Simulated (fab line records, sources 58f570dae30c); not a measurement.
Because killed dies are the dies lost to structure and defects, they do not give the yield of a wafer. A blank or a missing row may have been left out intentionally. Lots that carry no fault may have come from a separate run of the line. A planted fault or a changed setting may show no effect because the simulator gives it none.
2 desks, one fault ; flow berkeley-cmos170 ; what lay behind the numbers comes last; until then each desk has only its own

## FOR THE TOOL OWNER'S DESK: implanter-02
For each lot that ran on this tool, the mean over its sampled wafers that have a number, from the tool's own readings at UCB170_PFIELD_IMPLANT_07. The brackets show how far a lot's mean lies from the usual mean; more than 4 standard deviations puts the lot out of limits, marked OUT.
Columns: A = beam-energy-keV at UCB170_PFIELD_IMPLANT_07, usual 80.000
lot;first seen here;A
L652;day 5 18:59;80.002
L658;day 7 02:49;80.002
L661;day 7 09:24;80.032
L668;day 8 21:09;90.454 (+99 or more) OUT
L669;day 9 05:35;90.433 (+99 or more) OUT
Finding of this desk: L668, L669 out of limits; the first was L668 at day 8 21:09, on beam-energy-keV at UCB170_PFIELD_IMPLANT_07. In limits: L652, L658, L661.

## AT THE METROLOGY DESK
Lot by lot, what the gauges showed, no matter which tool ran the lot: averages of those sampled wafers that carry a number. The brackets show how far a lot's mean lies from the usual mean; more than 4 standard deviations puts the lot out of limits, marked OUT.
Columns: A = PVT_TW at UCB170_PVT_TW_MEAS_09, usual 507; B = PSD_OVL at UCB170_PSD_OVL_MEAS_07, usual 2 nm
lot;first seen here;A;B
L650;day 6 23:59;504;3
L651;day 7 00:41;511;-0
L653;day 7 05:40;512;1
L652;day 7 07:29;511;7
L658;day 8 15:11;502;13
L662;day 9 00:11;500;1
L659;day 9 00:28;503;-6
L661;day 9 01:28;512;5
L663;day 9 16:28;501;6
L664;day 10 05:47;505;-4
L668;day 10 10:40;506;6
L671;day 10 19:26;509;0
L669;day 10 19:47;509;-10
L673;day 11 06:47;504;-3
This desk's finding: nothing out of limits on any of the 14 lots.

## BROUGHT TOGETHER
On L668, L669, at day 8 21:09, an alarm was possible from the tool owner's desk.
Metrology desk: nothing out of limits seen.
The metrology desk holds a record of L668, L669, inside its limits.
Every lot named ran UCB170_PFIELD_IMPLANT_07 on implanter-02.

## WHAT HAD BEEN PUT IN BY THE SIMULATOR
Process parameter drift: implanter-02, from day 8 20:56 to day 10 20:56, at UCB170_PFIELD_IMPLANT_07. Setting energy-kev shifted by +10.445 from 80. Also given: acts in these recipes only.
Shown lots that were struck: L668, L669.
Each desk's first reading out of limits, in hours after the fault started: the tool owner's desk, 0.
